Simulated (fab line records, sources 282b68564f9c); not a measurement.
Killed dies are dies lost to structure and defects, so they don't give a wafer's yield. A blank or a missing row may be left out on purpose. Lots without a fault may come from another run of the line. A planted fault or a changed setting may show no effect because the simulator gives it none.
A struck lot beside a sound one | flow rit_cmos | 44 steps out of a route of 202
Sound: wafers L800.1, L800.4, L800.5. Struck: wafers L808.1, L808.2, L808.3. The cause comes at the end.
At each step with rows: each side's tool, then ch and its chambers, then its first start. Under that, the readings that differ: sound wafers | struck wafers | difference of the means | sigmas: that difference in standard deviations of wafers without a fault.
alike: readings whose means differ by less than 2 such deviations, and words and numbers that are the same on both sides. not compared: withheld readings, readings that some wafer has no value for, bounds like >300 that may hide the same value, and numbers for which the record gives no deviation and whose values overlap.
The two part at a step that has a row with sigmas, a row that says differs or no value, or rows on one side only. Numbers that don't overlap but have no deviation are shown without sigmas and don't part them. A reading that every wafer of one side lacks parts them only if that side has two wafers or more.

first, 4 steps without rows for these wafers: RIT_PLDD_SOFTBAKE_02 (time 60 s); RIT_PLDD_EXPOSE_03 (exposes mask M8, target cd 40900 nm); RIT_PLDD_PEB_04; RIT_PLDD_DEVELOP_05 (develop time 50 s).
RIT_PLDD_OVL_MEAS_06:
  sound on overlay-01, day 4 12:17; struck on overlay-01, day 6 03:11
  alike: PLDD_OVL
then, 2 steps without rows for these wafers: RIT_PLDD_HARDBAKE_07 (time 60 s); RIT_PLDD_IMPLANT_08.
RIT_PLDD_STRIP_09: strips in O2, time 180 s.
  sound on plasma_asher-04 ch 1, day 4 12:37; struck on plasma_asher-04 ch 0,1, day 6 03:31
  alike: drypump_motor_current_A
  not compared: rf_hours_counter_h
RIT_PLDD_TW_MEAS_10:
  sound on film_metro-04, day 4 12:47; struck on film_metro-04, day 6 03:41
  alike: PLDD_TW
then, 3 steps without rows for these wafers: RIT_SPACER_CLEAN_00 (cleans in SC1, time 600 s); RIT_SPACER_CLEAN_01 (cleans in dHF, time 30 s); RIT_SPACER_CLEAN_02 (cleans in SC2, time 600 s).
RIT_SPACER_CVD_03: deposits Si3N4 from SiH2Cl2/NH3, target thk 250 nm, time 3300 s.
  sound on lpcvd-01 ch 1, day 4 13:34; struck on lpcvd-01 ch 1, day 6 04:08
  reading                                  | sound             | struck            | difference | sigmas
  sih2cl2_flow_sccm (sccm)                 | 59.94 59.88 59.98 | 48.02 48.05 48.15 | -11.86     | -85
  model.Si3N4_of_SPACER_CVD_03.thk_nm (nm) | 251.4 251.9 253.8 | 234.9 236.2 235.1 | -17.0      |
RIT_SPACER_THK_MEAS_04:
  sound on film_metro-03, day 4 15:29; struck on film_metro-02, day 6 06:03
  reading                 | sound             | struck            | difference | sigmas
  SPACER_NITRIDE_THK (nm) | 251.4 252.0 253.9 | 234.9 236.1 234.9 | -17.1      | -8
RIT_SPACER_ETCHBACK_05: etches Si3N4 in SF6/CHF3, stops on SiO2, target depth 250 nm, time 240 s.
  sound on rie_diel-01 ch 0,2, day 4 15:33; struck on rie_diel-02 ch 0,1,2, day 6 06:07
  reading                  | sound             | struck            | difference | sigmas
  oes_product_au (a.u.)    | 0.853 0.839 0.866 | 0.794 0.786 0.821 | -0.052     | -3
  model.etch.depth_nm (nm) | 251.4 251.9 253.8 | 234.9 236.2 235.1 | -17.0      |
  alike: drypump_motor_current_A, throttle_valve_pct
  not compared: rf_hours_counter_h
then, 6 steps without rows for these wafers: RIT_NSD_HMDS_00 (prime time 60 s); RIT_NSD_COAT_01 (resist thk 1000 nm); RIT_NSD_SOFTBAKE_02 (time 60 s); RIT_NSD_EXPOSE_03 (exposes mask M9, target cd 40700 nm); RIT_NSD_PEB_04; RIT_NSD_DEVELOP_05 (develop time 50 s).
RIT_NSD_OVL_MEAS_06:
  sound on overlay-02, day 4 16:40; struck on overlay-02, day 6 07:20
  alike: NSD_OVL
then, 2 steps without rows for these wafers: RIT_NSD_HARDBAKE_07 (time 60 s); RIT_NSD_IMPLANT_08.
RIT_NSD_STRIP_09: strips in O2, time 180 s.
  sound on plasma_asher-03 ch 0,1, day 4 17:01; struck on plasma_asher-03 ch 0,1, day 6 07:41
  alike: drypump_motor_current_A
  not compared: rf_hours_counter_h
RIT_NSD_TW_MEAS_10:
  sound on film_metro-01, day 4 17:11; struck on film_metro-04, day 6 07:51
  alike: NSD_TW
then, 6 steps without rows for these wafers: RIT_PSD_HMDS_00 (prime time 60 s); RIT_PSD_COAT_01 (resist thk 1000 nm); RIT_PSD_SOFTBAKE_02 (time 60 s); RIT_PSD_EXPOSE_03 (exposes mask M10, target cd 40900 nm); RIT_PSD_PEB_04; RIT_PSD_DEVELOP_05 (develop time 50 s).
RIT_PSD_OVL_MEAS_06:
  sound on overlay-01, day 4 18:25; struck on overlay-01, day 6 08:46
  alike: PSD_OVL
then, 2 steps without rows for these wafers: RIT_PSD_HARDBAKE_07 (time 60 s); RIT_PSD_IMPLANT_08.
RIT_PSD_STRIP_09: strips in O2, time 180 s.
  sound on plasma_asher-01 ch 0,1, day 4 18:46; struck on plasma_asher-01 ch 0,1, day 6 09:06
  alike: drypump_motor_current_A
  not compared: rf_hours_counter_h
RIT_PSD_TW_MEAS_10:
  sound on film_metro-01, day 4 18:56; struck on film_metro-04, day 6 09:16
  alike: PSD_TW
then, 3 steps without rows for these wafers: RIT_SDANNEAL_CLEAN_00 (cleans in SC1, time 600 s); RIT_SDANNEAL_CLEAN_01 (cleans in dHF, time 30 s); RIT_SDANNEAL_CLEAN_02 (cleans in SC2, time 600 s).
RIT_SDANNEAL_RTA_03: time 5 s.
  sound on rtp_anneal-02 ch 0, day 4 19:22; struck on rtp_anneal-02 ch 0, day 6 09:42
  alike: ramp_down_c_per_s, ramp_up_c_per_s, wafer_temp_C_max
RIT_SDANNEAL_RS_MEAS_04: measures by four-point-probe.
  sound on film_metro-04, day 4 19:25; struck on film_metro-02, day 6 09:46
  alike: PSD_RS
RIT_SILICIDE_WET_ETCH_00: etches SiO2 in BOE, target depth 14 nm, time 15 s.
  sound on wet_bench-01 ch 1, day 4 19:54; struck on wet_bench-04 ch 2, day 6 10:14
  reading                                  | sound         | struck            | difference | sigmas
  model.Si3N4_of_SPACER_CVD_03.thk_nm (nm) | 195 196.6 197 | 183.4 183.5 182.6 | -13.0      |
RIT_M1_PROBE_99:
  sound on prober-02, day 5 02:41; struck on prober-02, day 6 17:14
  reading                                | sound             | struck            | difference | sigmas
  model.etest.nplus_sal.width_nm (nm)    | 3457 3434 3458    | 3480 3496 3483    | +37        |
  model.etest.nwell_pinched.rs_ohm_sq    | 340.4 336.6 336.6 | 349.9 348.4 349.8 | +11.5      |
  model.etest.diode_nplus_comb.cj_ff_um2 | 2.659 2.619 2.649 | 2.694 2.691 2.702 | +0.053     |
  alike: killed_at_M0_to_M3, killed_at_contacts, killed_at_front_end, killed_dies, killed_open, killed_short
  not compared: model.etest.pwell_pinched.rs_ohm_sq

WHERE THEY PART
First at RIT_SPACER_CVD_03; last, within this record, at RIT_SPACER_ETCHBACK_05. Later steps at which nothing parts them and some readings are alike: RIT_NSD_OVL_MEAS_06, RIT_NSD_STRIP_09, RIT_NSD_TW_MEAS_10, RIT_PSD_OVL_MEAS_06, RIT_PSD_STRIP_09, RIT_PSD_TW_MEAS_10, RIT_SDANNEAL_RTA_03, RIT_SDANNEAL_RS_MEAS_04, RIT_M1_PROBE_99.

WHY: what the simulator had put in
Process parameter drift: lpcvd-01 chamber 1, from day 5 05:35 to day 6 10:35, at RIT_SPACER_CVD_03. Setting sih2cl2_flow_sccm, moved by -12, from 60. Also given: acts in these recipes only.
